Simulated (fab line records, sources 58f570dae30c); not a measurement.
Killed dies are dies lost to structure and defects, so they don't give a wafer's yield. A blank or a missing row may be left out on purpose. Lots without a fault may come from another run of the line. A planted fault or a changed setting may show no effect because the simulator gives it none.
Tool commonality check | flow berkeley_cmos170 | 14 lots, 48 wafers sampled

WHY IT WAS OPENED
At UCB170_PSD_TW_MEAS_10 the reading PSD_TW is flagged on 2 of 14 lots. Wafers without a fault read 2327, standard deviation 20.
Rule: a lot is flagged when every wafer of it that has a number lies more than 4 standard deviations from that mean, or none has a number. The other lots count as sound.

lot  | measured     | on            | PSD_TW, wafer by wafer        | flag
L711 | day 7 21:07  | film_metro-02 | 2321 2306 2315                |
L712 | day 8 12:52  | film_metro-02 | 2304 2298 2302                |
L713 | day 8 13:09  | film_metro-03 | 2338 2345 2333                |
L717 | day 9 08:44  | film_metro-03 | 2321 2332 2334                |
L715 | day 9 09:01  | film_metro-02 | 2320 2306 2307                |
L719 | day 9 09:13  | film_metro-02 | 2290 2292 2297                |
L718 | day 9 09:19  | film_metro-03 | 2325 2333 2331                |
L714 | day 9 09:28  | film_metro-02 | 2303 2308 2303                |
L722 | day 10 05:52 | film_metro-02 | 1732 1741 1724 1737 1744 1730 | FLAGGED
L724 | day 10 16:36 | film_metro-01 | 1762 1763 1756 1755 1763 1753 | FLAGGED
L726 | day 10 16:54 | film_metro-01 | 2343 2346 2342                |
L730 | day 11 12:09 | film_metro-02 | 2305 2304 2295                |
L729 | day 11 12:17 | film_metro-03 | 2350 2355 2354                |
L732 | day 12 01:26 | film_metro-02 | 2316 2307 2321                |
The numbers of the flagged lots are 1747 on average: -580 against the usual, or -29 standard deviations.

WHICH TOOL RAN EACH LOT
The record holds 2 process steps before the reading, out of a route of 331 steps. In each cell: the tool, then ch and the chambers that the sampled wafers went through, then the start.
lot  | flag    | UCB170_PSD_IMPLANT_08           | UCB170_PSD_STRIP_09
L711 |         | implanter-02 ch 0, day 7 20:54  | plasma_asher-03 ch 0,1, day 7 21:02
L712 |         | implanter-02 ch 0, day 8 12:39  | plasma_asher-04 ch 0,1, day 8 12:47
L713 |         | implanter-03 ch 0, day 8 12:56  | plasma_asher-03 ch 0,1, day 8 13:04
L717 |         | implanter-01 ch 0, day 9 08:29  | plasma_asher-02 ch 0,1, day 9 08:38
L715 |         | implanter-01 ch 0, day 9 08:47  | plasma_asher-03 ch 0,1, day 9 08:55
L719 |         | implanter-03 ch 0, day 9 09:00  | plasma_asher-02 ch 0,1, day 9 09:08
L718 |         | implanter-01 ch 0, day 9 09:05  | plasma_asher-03 ch 0,1, day 9 09:13
L714 |         | implanter-01 ch 0, day 9 09:13  | plasma_asher-02 ch 0,1, day 9 09:22
L722 | FLAGGED | implanter-01 ch 0, day 10 05:38 | plasma_asher-02 ch 0,1, day 10 05:46
L724 | FLAGGED | implanter-01 ch 0, day 10 16:21 | plasma_asher-03 ch 0,1, day 10 16:30
L726 |         | implanter-02 ch 0, day 10 16:41 | plasma_asher-04 ch 0,1, day 10 16:49
L730 |         | implanter-03 ch 0, day 11 11:54 | plasma_asher-02 ch 0,1, day 11 12:03
L729 |         | implanter-02 ch 0, day 11 12:04 | plasma_asher-04 ch 0,1, day 11 12:12
L732 |         | implanter-02 ch 0, day 12 01:11 | plasma_asher-04 ch 0,1, day 12 01:19
What these steps do:
- UCB170_PSD_IMPLANT_08
- UCB170_PSD_STRIP_09: strips in O2.
- UCB170_PSD_TW_MEAS_10

FLAGGED OVER TOTAL, TOOL BY TOOL (the gauges that took the reading come last)
step                  | tool            | lots run | flagged | share of the flagged lots | sound lots run after its first flagged lot
UCB170_PSD_IMPLANT_08 | implanter-01    | 6        | 2       | all                       | 0
UCB170_PSD_IMPLANT_08 | implanter-02    | 5        | 0       | none                      | -
UCB170_PSD_IMPLANT_08 | implanter-03    | 3        | 0       | none                      | -
UCB170_PSD_STRIP_09   | plasma_asher-02 | 5        | 1       | some                      | 1 (L730)
UCB170_PSD_STRIP_09   | plasma_asher-03 | 5        | 1       | some                      | 0
UCB170_PSD_STRIP_09   | plasma_asher-04 | 4        | 0       | none                      | -
UCB170_PSD_TW_MEAS_10 | film_metro-01   | 2        | 1       | some                      | 1 (L726)
UCB170_PSD_TW_MEAS_10 | film_metro-02   | 8        | 1       | some                      | 2 (L730,L732)
UCB170_PSD_TW_MEAS_10 | film_metro-03   | 4        | 0       | none                      | -

WHAT THE TABLE ALLOWS
1 row of the table ran every flagged lot: implanter-01 at UCB170_PSD_IMPLANT_08.
- implanter-01 at UCB170_PSD_IMPLANT_08: 2 of its 6 lots flagged. Its last sound lot is L714 (day 9 09:13), its first flagged lot L722 (day 10 05:38): a fault that began between those two fits. Its own readings lie more than 4 standard deviations out on every wafer of the flagged lots: dose_ions_cm2, end_station_pressure_torr, faraday_current_uA.
One tool is left: implanter-01 at UCB170_PSD_IMPLANT_08.

WHAT THE SIMULATOR HAD PUT IN
Process parameter drift: implanter-01, from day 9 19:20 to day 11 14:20, at UCB170_PSD_IMPLANT_08. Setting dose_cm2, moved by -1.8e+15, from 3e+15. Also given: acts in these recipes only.
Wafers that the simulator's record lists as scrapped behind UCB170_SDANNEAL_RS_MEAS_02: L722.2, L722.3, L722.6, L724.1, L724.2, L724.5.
Lots struck among those shown: L722, L724. The rule above found the same.
